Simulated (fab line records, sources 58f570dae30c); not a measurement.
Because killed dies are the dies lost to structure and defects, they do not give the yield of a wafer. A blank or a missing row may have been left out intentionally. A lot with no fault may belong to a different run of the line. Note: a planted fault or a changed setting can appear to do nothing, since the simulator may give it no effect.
Matching of chambers / flow berkeleyCmos170 / 4 sister chambers for UCB170_ACTIVE_CLEAN_00 on wetBench-02
The step cleans in SPM, time 600 s. 4 wafers are shown with their chamber, then 9 later ones without.

WAFERS, EACH WITH ITS CHAMBER
wafer=L610.6; chamber=1; bathGuardTempC (C)=119.5
wafer=L611.6; chamber=3; bathGuardTempC (C)=120.5
wafer=L614.6; chamber=2; bathGuardTempC (C)=119.7
wafer=L618.6; chamber=0; bathGuardTempC (C)=119.9

WAFERS MISSING THEIR CHAMBER
wafer=L619.2; bathGuardTempC (C)=119.3
wafer=L619.3; bathGuardTempC (C)=119.5
wafer=L619.5; bathGuardTempC (C)=119.7
wafer=L620.3; bathGuardTempC (C)=120.6
wafer=L620.5; bathGuardTempC (C)=120.4
wafer=L620.6; bathGuardTempC (C)=120.6
wafer=L621.1; bathGuardTempC (C)=120.9
wafer=L621.4; bathGuardTempC (C)=120.7
wafer=L621.6; bathGuardTempC (C)=120.3

CHAMBER TAKEN BY EACH
wafer=L619.2; from the rows above=can't be placed: 1 or 2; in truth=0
wafer=L619.3; from the rows above=can't be placed: 1 or 2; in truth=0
wafer=L619.5; from the rows above=can't be placed: 2 or 0 or 1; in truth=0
wafer=L620.3; from the rows above=3; in truth=3
wafer=L620.5; from the rows above=3; in truth=3
wafer=L620.6; from the rows above=3; in truth=3
wafer=L621.1; from the rows above=3; in truth=3
wafer=L621.4; from the rows above=3; in truth=3
wafer=L621.6; from the rows above=can't be placed: 3 or 0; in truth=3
Placed correctly: 5 of 9. These rows do not allow placing 4 (true chamber among the candidates in 2). 0 placed wrongly.
How it was worked out, from the rows above alone: a wafer's distance from a chamber is the root of the sum, over the readings, of the square of ((its reading less the chamber's mean) divided by the reading's scatter). The wafer belongs to the nearest chamber; if the next one is less than 2 further off, it can't be placed. Each chamber's mean is taken over the wafers shown for it. The scatter: with one shown wafer a chamber, the root of the mean of the squares of how far each hidden wafer lies from its nearest shown one.
